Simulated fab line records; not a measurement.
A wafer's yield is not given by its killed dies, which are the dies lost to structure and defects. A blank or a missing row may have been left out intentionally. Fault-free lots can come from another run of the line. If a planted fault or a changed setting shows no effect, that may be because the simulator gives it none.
Chamber matching + flow berkeley-cmos170 + UCB170_V2_CMP_02 on cmp-02 has 4 sister chambers
The step polishes SiO2. 4 wafers are shown with their chamber, then 7 later ones without.

EACH WAFER AND ITS CHAMBER
| wafer  | chamber | motor-current-A (A) |
|--------|---------|---------------------|
| L879.5 | 2       | 17.7                |
| L879.6 | 1       | 16.3                |
| L884.1 | 3       | 18.4                |
| L884.4 | 0       | 17.1                |

WAFERS WITHOUT THEIR CHAMBER
| wafer  | motor-current-A (A) |
|--------|---------------------|
| L884.5 | 16.2                |
| L887.1 | 18.4                |
| L887.2 | 16.1                |
| L887.5 | 18.5                |
| L889.1 | 17.1                |
| L889.2 | 16.5                |
| L889.3 | 18.4                |

EACH ONE'S CHAMBER
| wafer  | from the rows above | in truth                   |
|--------|---------------------|----------------------------|
| L884.5 | 1                   | 1                          |
| L887.1 | 3                   | 3                          |
| L887.2 | 1                   | 1                          |
| L887.5 | 3                   | 3                          |
| L889.1 | 0                   | 0                          |
| L889.2 | 1                   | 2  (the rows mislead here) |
| L889.3 | 3                   | 3                          |
6 of 7 placed correctly. Not placeable from these rows: 0. Number placed wrongly: 1.
How it was worked out, from the rows above alone: a wafer's distance from a chamber is the root of the sum, over the readings, of the square of ((its reading less the chamber's mean) divided by the reading's scatter). If the next closest chamber is less than 2 further off than the closest, the wafer can't be placed; otherwise it belongs to the closest. A chamber's mean is the mean of its shown wafers. The scatter: root of mean squared gap, hidden wafer to nearest shown wafer, with one shown wafer a chamber.
